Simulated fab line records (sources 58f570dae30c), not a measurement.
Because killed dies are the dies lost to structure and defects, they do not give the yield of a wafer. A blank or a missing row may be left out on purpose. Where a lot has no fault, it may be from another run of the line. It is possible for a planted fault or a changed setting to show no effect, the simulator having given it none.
fab line records ; flow berkeley-cmos170
record lots=5; wafers=15; last-day=12
route steps=331 shown V1@260 M2@271
lots that met no fault: from a run of the same line without faults
start-h: the number of hours between the record's first day and the start of the first shown wafer of the lot ; wait-h: hours from the lot's prior step to this one ; " the same as in the row above ; L1.1+2: one row covering several wafers at once ; - value missing, or start not given ; * or withheld: withheld ; < > ~ a bound
route shown NAME@n: NAME is a module with steps in the file, n the number in the route of the first one ; usual: average and standard deviation across the fault-free wafers ; same: alike in all rows ; chamber/n: place in a boat ; sites: readings site by site ; _std_site: how widely they spread, as a standard deviation ; _edge_site: mean of outer sites minus mean of inner sites ; radius-mm: how far each site lies from the wafer's centre ; mask NAME#n: copy n ; behind: the most recent tool/chamber to have shaped the wafer ; hold: the reason the lot was held/the length of the hold in hours/how it ended ; device: transistor that didn't switch, given as n, p or np ; end of line: the tests these same wafers got at the end of their route ; a step given without rows: its recipe and nothing more ; killed: at the first sort, the dies lost to defects and structure; wafer yield is something else ; map: dies across one wafer; x = killed, . = not, _ = none there
set.NAME: the run value of the setting; set.NAME@STEP: its run value at that earlier step ; model.NAME: the simulator's own value behind a step, which no gauge read
lots at some steps of the route; a table a step, a row a wafer
services: from which hour (start-h, from the record's first day; less than 0 if before it) a tool's chamber was out of use, for how many hours, and why
## steps
# step UCB170_V1_HMDS_06
# recipe prime-time-s=60; prime-temp-c=100
# usual exhaust-pa=45.2/0.98
lot.wafer;tool;chamber;start-h;wait-h;exhaust-pa
L079.1;litho-track-03;0;217.26;0.0;45.2
L079.3;litho-track-03;0;217.26;0.0;44.8
L079.5;litho-track-03;0;217.26;0.0;43.9
L083.3;litho-track-03;0;226.62;0.2;45.5
L083.4;litho-track-03;0;226.62;0.2;46.4
L083.6;litho-track-03;0;226.62;0.2;44.3
L082.1;litho-track-02;0;227.90;0.0;44.9
L082.2;litho-track-02;0;227.90;0.0;46.6
L082.5;litho-track-02;0;227.90;0.0;45.1
L084.3;litho-track-02;0;238.03;0.1;44.4
L084.4;litho-track-02;0;238.03;0.1;44.8
L084.6;litho-track-02;0;238.03;0.1;45.2
L088.2;litho-track-02;0;265.63;0.0;44.7
L088.5;litho-track-02;0;265.63;0.0;45.8
L088.6;litho-track-02;0;265.63;0.0;45.3
# step UCB170_V1_COAT_07
# recipe resist=KrF; spin-rpm=1500; resist-thk-nm=900
# usual exhaust-pa=45.1/0.85
lot.wafer;tool;chamber;start-h;wait-h;exhaust-pa
L079.1;litho-track-03;0;217.41;0.1;45.4
L079.3;litho-track-03;0;217.41;0.1;45.5
L079.5;litho-track-03;0;217.41;0.1;43.7
L083.3;litho-track-03;0;226.77;0.1;45.6
L083.4;litho-track-03;0;226.77;0.1;45.4
L083.6;litho-track-03;0;226.77;0.1;46.1
L082.1;litho-track-02;0;228.05;0.1;43.3
L082.2;litho-track-02;0;228.05;0.1;43.5
L082.5;litho-track-02;0;228.05;0.1;44.6
L084.3;litho-track-02;0;238.18;0.1;45.2
L084.4;litho-track-02;0;238.18;0.1;45.9
L084.6;litho-track-02;0;238.18;0.1;45.8
L088.2;litho-track-02;0;265.78;0.1;44.0
L088.5;litho-track-02;0;265.78;0.1;44.5
L088.6;litho-track-02;0;265.78;0.1;45.0
# step UCB170_V1_SOFTBAKE_08
# recipe resist=KrF; temp-c=130; time-s=60
# usual exhaust-pa=44.9/0.82
lot.wafer;tool;chamber;start-h;wait-h;exhaust-pa
L079.1;litho-track-03;0;217.56;0.1;45.5
L079.3;litho-track-03;0;217.56;0.1;44.5
L079.5;litho-track-03;0;217.56;0.1;44.7
L083.3;litho-track-03;0;226.92;0.1;45.6
L083.4;litho-track-03;0;226.92;0.1;43.3
L083.6;litho-track-03;0;226.92;0.1;44.1
L082.1;litho-track-02;0;228.20;0.1;44.4
L082.2;litho-track-02;0;228.20;0.1;43.7
L082.5;litho-track-02;0;228.20;0.1;43.0
L084.3;litho-track-02;0;238.33;0.1;44.8
L084.4;litho-track-02;0;238.33;0.1;45.9
L084.6;litho-track-02;0;238.33;0.1;44.1
L088.2;litho-track-02;0;265.93;0.1;45.2
L088.5;litho-track-02;0;265.93;0.1;46.4
L088.6;litho-track-02;0;265.93;0.1;44.8
# step UCB170_V1_EXPOSE_09
# recipe mask-id=VIA1; target-cd-nm=700; na=0.5; sigma-outer=0.6; source-shape=conventional; dose-mj=37
lot.wafer;tool;chamber;start-h;wait-h;mask
L079.1+3+5;krf-scanner-02;0;217.84;0.2;VIA1#0
L083.3+4+6;krf-scanner-01;0;227.18;0.2;VIA1#0
L082.1+2+5;krf-scanner-02;0;228.47;0.2;VIA1#0
L084.3+4+6;krf-scanner-01;0;238.59;0.2;VIA1#0
L088.2+5+6;krf-scanner-02;0;266.31;0.4;VIA1#0
# step UCB170_V1_PEB_10
# recipe peb-temp-c=130; peb-time-s=withheld; resist=KrF
# usual exhaust-pa=45.3/0.97
lot.wafer;tool;chamber;start-h;wait-h;exhaust-pa
L079.1;litho-track-02;0;217.95;0.1;44.3
L079.3;litho-track-02;0;217.95;0.1;44.0
L079.5;litho-track-02;0;217.95;0.1;44.6
L083.3;litho-track-02;0;227.31;0.1;46.6
L083.4;litho-track-02;0;227.31;0.1;45.4
L083.6;litho-track-02;0;227.31;0.1;44.8
L082.1;litho-track-01;0;228.59;0.1;46.2
L082.2;litho-track-01;0;228.59;0.1;45.1
L082.5;litho-track-01;0;228.59;0.1;45.4
L084.3;litho-track-01;0;238.72;0.1;46.0
L084.4;litho-track-01;0;238.72;0.1;44.9
L084.6;litho-track-01;0;238.72;0.1;45.9
L088.2;litho-track-03;0;267.15;0.8;43.5
L088.5;litho-track-03;0;267.15;0.8;43.6
L088.6;litho-track-03;0;267.15;0.8;43.5
# step UCB170_V1_DEVELOP_11
# recipe developer=TMAH; develop-time-s=45; resist=KrF; dev-temp-c=21
# usual exhaust-pa=45.0/0.85
lot.wafer;tool;chamber;start-h;wait-h;exhaust-pa
L079.1;litho-track-02;0;-;-;44.1
L079.3;litho-track-02;0;-;-;43.5
L079.5;litho-track-02;0;-;-;44.3
L083.3;litho-track-02;0;-;-;44.4
L083.4;litho-track-02;0;-;-;45.4
L083.6;litho-track-02;0;-;-;44.7
L082.1;litho-track-01;0;-;-;46.3
L082.2;litho-track-01;0;-;-;44.8
L082.5;litho-track-01;0;-;-;45.3
L084.3;litho-track-01;0;-;-;44.9
L084.4;litho-track-01;0;-;-;45.4
L084.6;litho-track-01;0;-;-;45.1
L088.2;litho-track-03;0;-;-;45.3
L088.5;litho-track-03;0;-;-;44.8
L088.6;litho-track-03;0;-;-;44.0
# step UCB170_V1_CD_MEAS_12
# recipe target-cd-nm=700
# usual cd-nm=700.1/1.1
lot.wafer;tool;chamber;start-h;wait-h;cd-nm
L079.1;cd-sem-01;-;218.23;-;700.9
L079.3;cd-sem-01;-;218.23;-;700.7
L079.5;cd-sem-01;-;218.23;-;701.6
L083.3;cd-sem-02;-;227.58;-;699.8
L083.4;cd-sem-02;-;227.58;-;699.5
L083.6;cd-sem-02;-;227.58;-;700.9
L082.1;cd-sem-01;-;228.86;-;701.1
L082.2;cd-sem-01;-;228.86;-;701.7
L082.5;cd-sem-01;-;228.86;-;701.6
L084.3;cd-sem-02;-;238.98;-;699.9
L084.4;cd-sem-02;-;238.98;-;700.2
L084.6;cd-sem-02;-;238.98;-;699.9
L088.2;cd-sem-01;-;267.42;-;699.2
L088.5;cd-sem-01;-;267.42;-;699.3
L088.6;cd-sem-01;-;267.42;-;700.0
# step UCB170_V1_OVL_MEAS_13
# usual V1_OVL=1/6.9
lot.wafer;tool;chamber;start-h;wait-h;V1_OVL[nm]
L079.1;overlay-01;-;218.35;0.1;-4
L079.3;overlay-01;-;218.35;0.1;-8
L079.5;overlay-01;-;218.35;0.1;-5
L083.3;overlay-01;-;227.67;0.1;1
L083.4;overlay-01;-;227.67;0.1;6
L083.6;overlay-01;-;227.67;0.1;3
L082.1;overlay-02;-;228.98;0.1;-5
L082.2;overlay-02;-;228.98;0.1;1
L082.5;overlay-02;-;228.98;0.1;1
L084.3;overlay-02;-;239.08;0.1;3
L084.4;overlay-02;-;239.08;0.1;5
L084.6;overlay-02;-;239.08;0.1;4
L088.2;overlay-01;-;267.53;0.1;-6
L088.5;overlay-01;-;267.53;0.1;-4
L088.6;overlay-01;-;267.53;0.1;-1
# step UCB170_V1_ETCH_14
# recipe chemistry=CHF3/CF4/Ar; target=SiO2; stop-on=Al; CHF3_flow_sccm=45; cf4-flow-sccm=15; Ar_flow_sccm=150; pressure-mtorr=200; rf-w=700; target-depth-a=12500; over-etch-frac=0.25; time-s=291
# usual CHF3_flow_sccm=45.00/0.12; chamber-pressure-mTorr=200.00/0.19; drypump-motor-current-A=6.0/0.43; oes-product-au=0.875/0.011; throttle-valve-pct=6.92/0.12
lot.wafer;tool;chamber;start-h;wait-h;CHF3_flow_sccm;chamber-pressure-mTorr;drypump-motor-current-A;oes-product-au;rf-hours-counter-h;throttle-valve-pct
L079.1;rie-diel-04;1;218.38;0.0;44.86;199.91;5.0;0.894;129;6.87
L079.3;rie-diel-04;3;218.38;0.0;44.84;200.07;6.7;0.866;2;7.06
L079.5;rie-diel-04;3;218.38;0.0;44.81;199.94;6.7;0.861;-;7.08
L083.3;rie-diel-01;1;227.69;0.0;45.12;200.12;5.8;0.870;87;7.12
L083.4;rie-diel-01;2;227.69;0.0;45.03;200.14;5.9;0.871;-;6.88
L083.6;rie-diel-01;0;227.69;0.0;44.89;199.74;6.8;0.859;-;6.97
L082.1;rie-diel-04;1;229.02;0.0;45.04;199.92;5.0;0.889;130;6.88
L082.2;rie-diel-04;0;229.02;0.0;44.86;200.07;6.0;0.869;77;6.73
L082.5;rie-diel-04;1;229.02;0.0;45.03;199.96;5.0;0.882;-;6.91
L084.3;rie-diel-04;1;239.10;0.0;45.05;200.07;5.0;0.890;130;6.91
L084.4;rie-diel-04;0;239.10;0.0;44.99;199.82;6.0;0.862;77;6.74
L084.6;rie-diel-04;1;239.10;0.0;45.21;199.82;5.0;0.884;-;6.89
L088.2;rie-diel-01;3;267.56;0.0;45.09;199.39;6.0;0.874;51;6.84
L088.5;rie-diel-01;3;267.56;0.0;44.92;199.95;6.0;0.875;-;6.82
L088.6;rie-diel-01;2;267.56;0.0;44.88;199.91;5.9;0.868;-;6.90
# step UCB170_V1_STRIP_15
# recipe chemistry=O2; power-w=400; pressure-mtorr=3500; platen-temp-c=withheld; o2-flow-sccm=400; overash-fraction=0.5
# usual chamber-pressure-mTorr=3500/3.1; drypump-motor-current-A=6.11/0.27; oes-product-au=0.722/0.0048; strip-time-to-endpoint-s=15.31/0.091
lot.wafer;tool;chamber;start-h;wait-h;chamber-pressure-mTorr;drypump-motor-current-A;oes-product-au;rf-hours-counter-h;strip-time-to-endpoint-s
L079.1;plasma-asher-02;0;218.56;0.1;3501;6.23;0.726;43;15.23
L079.3;plasma-asher-02;1;218.56;0.1;3496;5.71;0.722;-;15.30
L079.5;plasma-asher-02;1;218.56;0.1;3496;5.69;0.724;-;15.35
L083.3;plasma-asher-02;0;227.90;0.1;3502;6.22;0.723;-;15.27
L083.4;plasma-asher-02;1;227.90;0.1;3500;5.69;0.723;-;15.33
L083.6;plasma-asher-02;1;227.90;0.1;3505;5.68;0.723;-;15.24
L082.1;plasma-asher-02;1;229.20;0.1;3499;5.69;0.722;44;15.31
L082.2;plasma-asher-02;0;229.20;0.1;3505;6.22;0.720;44;15.42
L082.5;plasma-asher-02;1;229.20;0.1;3500;5.69;0.718;-;15.23
L084.3;plasma-asher-02;1;239.31;0.1;3500;5.72;0.720;-;15.30
L084.4;plasma-asher-02;0;239.31;0.1;3502;6.22;0.723;-;15.40
L084.6;plasma-asher-02;0;239.31;0.1;3500;6.20;0.731;-;15.29
L088.2;plasma-asher-02;1;267.74;0.1;3503;5.69;0.722;48;15.29
L088.5;plasma-asher-02;0;267.74;0.1;3503;6.23;0.724;-;15.40
L088.6;plasma-asher-02;1;267.74;0.1;3499;5.68;0.720;-;15.43
# step UCB170_V1_CD_MEAS_90
# recipe target-cd-nm=700
# usual cd-nm=700.1/1.2
lot.wafer;tool;chamber;start-h;wait-h;cd-nm
L079.1;cd-sem-02;-;218.66;0.1;702.2
L079.3;cd-sem-02;-;218.66;0.1;700.2
L079.5;cd-sem-02;-;218.66;0.1;702.1
L083.3;cd-sem-02;-;228.01;0.1;699.4
L083.4;cd-sem-02;-;228.01;0.1;699.2
L083.6;cd-sem-02;-;228.01;0.1;701.7
L082.1;cd-sem-02;-;229.30;0.1;701.9
L082.2;cd-sem-02;-;229.30;0.1;701.8
L082.5;cd-sem-02;-;229.30;0.1;702.6
L084.3;cd-sem-01;-;239.42;0.1;700.4
L084.4;cd-sem-01;-;239.42;0.1;700.7
L084.6;cd-sem-01;-;239.42;0.1;700.3
L088.2;cd-sem-02;-;267.86;0.1;699.0
L088.5;cd-sem-02;-;267.86;0.1;698.5
L088.6;cd-sem-02;-;267.86;0.1;698.6
# step UCB170_M2_PRE_CLEAN_00
# recipe gas=Ar; preclean-etch-time-s=60
lot.wafer;tool;chamber;start-h;wait-h
L079.1+3+5;pvd-sputter-02;-;218.78;0.1
L083.3+4+6;pvd-sputter-04;-;228.09;0.1
L082.1+2+5;pvd-sputter-03;-;229.42;0.1
L084.3+4+6;pvd-sputter-03;-;239.50;0.1
L088.2+5+6;pvd-sputter-02;-;267.96;0.1
# step UCB170_M2_SPUTTER_01
# recipe material=Al; target-thk-nm=900; time-s=120; power-w=6000; chamber-pressure-pa=0.5
# usual chamber-pressure-pa=0.5000/0.00097; throttle-valve-pct=30.0/1
lot.wafer;tool;chamber;start-h;wait-h;chamber-pressure-pa;throttle-valve-pct
L079.1;pvd-sputter-02;-;218.85;0.0;0.5006;30.9
L079.3;pvd-sputter-02;-;218.85;0.0;0.4998;31.0
L079.5;pvd-sputter-02;-;218.85;0.0;0.5006;31.0
L083.3;pvd-sputter-04;-;228.16;0.0;0.5011;28.2
L083.4;pvd-sputter-04;-;228.16;0.0;0.4979;32.1
L083.6;pvd-sputter-04;-;228.16;0.0;0.5003;28.1
L082.1;pvd-sputter-03;-;229.48;0.0;0.5006;30.4
L082.2;pvd-sputter-03;-;229.48;0.0;0.5012;29.2
L082.5;pvd-sputter-03;-;229.48;0.0;0.4989;29.2
L084.3;pvd-sputter-03;-;239.56;0.0;0.5000;31.4
L084.4;pvd-sputter-03;-;239.56;0.0;0.4993;29.2
L084.6;pvd-sputter-03;-;239.56;0.0;0.4995;29.5
L088.2;pvd-sputter-02;-;268.02;0.0;0.4999;29.7
L088.5;pvd-sputter-02;-;268.02;0.0;0.4978;29.5
L088.6;pvd-sputter-02;-;268.02;0.0;0.5012;30.8
## services
tool;chamber;start-h;hours;kind
krf-scanner-01;-;193.96;1.0;pm
krf-scanner-02;-;199.80;4.0;pm
rie-diel-01;3;227.52;4.8;repair
rie-diel-04;1;233.77;4.9;repair
pvd-sputter-03;-;242.93;5.7;repair
krf-scanner-01;-;245.31;0.8;pm
krf-scanner-02;-;257.59;1.3;pm
rie-diel-04;1;265.73;-;clean
rie-diel-04;1;265.73;13.3;scheduled-down
rie-diel-04;1;265.73;13.3;vent-cycle
rie-diel-01;1;266.59;7.8;repair
## key
fault none
